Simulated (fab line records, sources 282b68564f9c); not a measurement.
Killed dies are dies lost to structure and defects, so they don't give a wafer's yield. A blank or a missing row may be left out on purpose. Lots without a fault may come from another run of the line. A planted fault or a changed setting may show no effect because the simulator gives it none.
Tool commonality check | flow rit_cmos | 14 lots, 42 wafers sampled

WHY IT WAS OPENED
At RIT_SDANNEAL_RS_MEAS_04 the reading PSD_RS is flagged on 2 of 14 lots. Wafers without a fault read 116.1 ohm/sq, standard deviation 0.3.
Rule: a lot is flagged when every wafer of it that has a number lies more than 4 standard deviations from that mean, or none has a number. The other lots count as sound.

lot  | measured    | on            | PSD_RS (ohm/sq), wafer by wafer | flag
L280 | day 3 05:14 | film_metro-03 | 116.4 116.2 115.8               |
L281 | day 3 08:05 | film_metro-03 | 116.4 116.1 116.2               |
L282 | day 3 12:56 | film_metro-02 | 115.3 115.5 115.9               |
L283 | day 3 20:46 | film_metro-02 | 116.1 116.0 116.0               |
L284 | day 3 23:16 | film_metro-04 | 116.0 115.9 116.3               |
L285 | day 4 09:54 | film_metro-04 | 116.0 116.3 116.3               |
L287 | day 4 14:40 | film_metro-03 | 116.1 116.0 116.0               |
L290 | day 5 08:41 | film_metro-02 | 116.4 116.0 116.0               |
L292 | day 5 20:15 | film_metro-04 | 116.5 116.7 116.5               |
L293 | day 5 22:20 | film_metro-03 | 128.2 128.4 128.1               | FLAGGED
L295 | day 6 04:58 | film_metro-02 | 127.8 128.2 128.2               | FLAGGED
L296 | day 6 10:18 | film_metro-04 | 115.8 116.0 116.0               |
L298 | day 6 22:05 | film_metro-04 | 116.3 115.9 116.0               |
L302 | day 7 18:04 | film_metro-03 | 116.0 115.7 116.0               |
The numbers of the flagged lots are 128.2 ohm/sq on average: +12.1 ohm/sq against the usual, or +40 standard deviations.

WHICH TOOL RAN EACH LOT
The record holds 1 process step before the reading, out of a route of 202 steps. In each cell: the tool, then ch and the chambers that the sampled wafers went through, then the start.
lot  | flag    | RIT_SDANNEAL_RTA_03
L280 |         | rtp_anneal-01 ch 0, day 3 05:10
L281 |         | rtp_anneal-02 ch 0, day 3 08:01
L282 |         | rtp_anneal-01 ch 0, day 3 12:49
L283 |         | rtp_anneal-02 ch 0, day 3 20:41
L284 |         | rtp_anneal-01 ch 0, day 3 23:09
L285 |         | rtp_anneal-02 ch 0, day 4 09:51
L287 |         | rtp_anneal-02 ch 0, day 4 14:35
L290 |         | rtp_anneal-01 ch 0, day 5 08:34
L292 |         | rtp_anneal-01 ch 0, day 5 20:08
L293 | FLAGGED | rtp_anneal-02 ch 0, day 5 22:15
L295 | FLAGGED | rtp_anneal-02 ch 0, day 6 04:55
L296 |         | rtp_anneal-01 ch 0, day 6 10:13
L298 |         | rtp_anneal-01 ch 0, day 6 22:01
L302 |         | rtp_anneal-01 ch 0, day 7 18:00
What these steps do:
- RIT_SDANNEAL_RTA_03: time 5 s.
- RIT_SDANNEAL_RS_MEAS_04: measures by four-point-probe.

FLAGGED OVER TOTAL, TOOL BY TOOL (the gauges that took the reading come last)
step                    | tool          | lots run | flagged | share of the flagged lots | sound lots run after its first flagged lot
RIT_SDANNEAL_RTA_03     | rtp_anneal-01 | 8        | 0       | none                      | -
RIT_SDANNEAL_RTA_03     | rtp_anneal-02 | 6        | 2       | all                       | 0
RIT_SDANNEAL_RS_MEAS_04 | film_metro-02 | 4        | 1       | some                      | 0
RIT_SDANNEAL_RS_MEAS_04 | film_metro-03 | 5        | 1       | some                      | 1 (L302)
RIT_SDANNEAL_RS_MEAS_04 | film_metro-04 | 5        | 0       | none                      | -

WHAT THE TABLE ALLOWS
1 row of the table ran every flagged lot: rtp_anneal-02 at RIT_SDANNEAL_RTA_03.
- rtp_anneal-02 at RIT_SDANNEAL_RTA_03: 2 of its 6 lots flagged. Its last sound lot is L287 (day 4 14:35), its first flagged lot L293 (day 5 22:15): a fault that began between those two fits.
One tool is left: rtp_anneal-02 at RIT_SDANNEAL_RTA_03.

WHAT THE SIMULATOR HAD PUT IN
Process parameter drift: rtp_anneal-02, from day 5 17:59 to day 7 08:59, at RIT_SDANNEAL_RTA_03. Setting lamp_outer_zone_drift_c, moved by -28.
Lots struck among those shown: L293, L295. The rule above found the same.
